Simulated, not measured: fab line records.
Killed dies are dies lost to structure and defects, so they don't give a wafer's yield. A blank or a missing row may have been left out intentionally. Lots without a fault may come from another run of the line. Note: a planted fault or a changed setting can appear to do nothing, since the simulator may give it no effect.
The tool behind it: which one? ; flow berkeleyCmos170 ; Sampling: 13 lots, 39 wafers, 3 of 331 route steps

## WHAT EACH GAUGE READ, for each wafer
UCB170_M1_RS_MEAS_01: uses a four-point probe to measure.
lot;measured;on;M1_AL_RS (ohm/sq)
L997;day 8 16:17;filmMetro-02;0.0493 0.0481 0.0482
L999;day 9 07:01;filmMetro-01;0.0482 0.0484 0.0484
L101;day 9 07:13;filmMetro-01;0.0489 0.0494 0.0488
L100;day 9 09:05;filmMetro-01;0.0487 0.0485 0.0481
L102;day 9 09:32;filmMetro-02;0.0486 0.0478 0.0473
L105;day 10 00:02;filmMetro-02;0.0485 0.0497 0.0484
L106;day 10 07:59;filmMetro-01;0.0496 0.0485 0.0487
L108;day 10 21:14;filmMetro-04;0.0495 0.0489 0.0486
L116;day 12 00:55;filmMetro-04;0.0487 0.0478 0.0479
L112;day 12 02:08;filmMetro-01;0.0482 0.0487 0.0388
L117;day 12 23:32;filmMetro-02;0.0480 0.0493 0.0482
L119;day 13 08:54;filmMetro-01;0.0473 0.0475 0.0485
L118;day 13 09:28;filmMetro-04;0.0483 0.0485 0.0486

UCB170_M1_THK_MEAS_02: measures by xrf.
lot;measured;on;M1_AL_THK (nm)
L997;day 8 16:24;filmMetro-02;582 596 596
L999;day 9 07:07;filmMetro-01;601 597 603
L101;day 9 07:20;filmMetro-01;589 585 593
L100;day 9 09:12;filmMetro-01;598 595 602
L102;day 9 09:38;filmMetro-02;593 605 607
L105;day 10 00:10;filmMetro-02;590 578 590
L106;day 10 08:06;filmMetro-01;584 598 595
L108;day 10 21:22;filmMetro-04;585 596 596
L116;day 12 01:02;filmMetro-04;592 607 603
L112;day 12 02:14;filmMetro-01;598 588 741
L117;day 12 23:40;filmMetro-02;594 582 596
L119;day 13 09:00;filmMetro-01;611 610 597
L118;day 13 09:35;filmMetro-04;597 594 595

## WHICH TOOL RAN EACH LOT (tool, then ch and the chambers of the sampled wafers, then the start)
lot;UCB170_M1_SPUTTER_00
L997;pvdSputter-03, day 8 16:13
L999;pvdSputter-02, day 9 06:54
L101;pvdSputter-03, day 9 07:10
L100;pvdSputter-02, day 9 09:01
L102;pvdSputter-03, day 9 09:27
L105;pvdSputter-03, day 9 23:58
L106;pvdSputter-02, day 10 07:54
L108;pvdSputter-02, day 10 21:11
L116;pvdSputter-03, day 12 00:52
L112;pvdSputter-02, day 12 02:03
L117;pvdSputter-03, day 12 23:28
L119;pvdSputter-03, day 13 08:48
L118;pvdSputter-01, day 13 09:24
- UCB170_M1_SPUTTER_00: material Al, target thk 600 nm, time 80 s.

## AS READ BY THE TOOLS THEMSELVES (means over the sampled wafers that have a number; for cases with no such wafer, the mark the record gives instead)
UCB170_M1_SPUTTER_00.
lot;tool;throttleValvePct (%)
L997;pvdSputter-03;29.4
L999;pvdSputter-02;29.5
L101;pvdSputter-03;30.6
L100;pvdSputter-02;30.6
L102;pvdSputter-03;29.2
L105;pvdSputter-03;28.3
L106;pvdSputter-02;30.0
L108;pvdSputter-02;30.9
L116;pvdSputter-03;28.3
L112;pvdSputter-02;30.6
L117;pvdSputter-03;29.4
L119;pvdSputter-03;29.2
L118;pvdSputter-01;30.0

## THE ANSWER, worked out from the rows above alone
Rule: the usual values come from the lots themselves. The widest of any qualifying gaps counts: lots, ordered by their means at a reading, are off when they make up no more than a third of the lots, leave a main group of 4 or more, and stand apart from it by 3 or more times the standard deviation of that group's means. If all means in a main group match to the digits the tables above print for the reading, that group is not used. A lot without any number at a reading at which 4 lots or more have one is off too. All remaining lots with rows at the step are treated as sound. Order of review: gauges by route order, followed by the tools' own readings, for which a lot's mean as printed above is used. At the first step where some lot is off, the reading lying furthest off is the one used; lots without a number count as furthest.
Off: L112, seen at UCB170_M1_RS_MEAS_01 (M1_AL_RS). Mean 0.0485 ohm/sq and standard deviation 0.0004 in the main group.
A tool fits if, at a process step before that reading, it ran every lot that is off, and no sound lot after the first of them. The gauges at UCB170_M1_RS_MEAS_01 are tried like those tools. One fits: UCB170_M1_SPUTTER_00 on pvdSputter-02. A fault onset in the window from L108 (day 10 21:11, its last sound lot) to L112 (day 12 02:03, its first lot off) fits.

## WHAT HAD BEEN PUT IN BY THE SIMULATOR
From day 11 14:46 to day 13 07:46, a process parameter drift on pvdSputter-02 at UCB170_M1_SPUTTER_00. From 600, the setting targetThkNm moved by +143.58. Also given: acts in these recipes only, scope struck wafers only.
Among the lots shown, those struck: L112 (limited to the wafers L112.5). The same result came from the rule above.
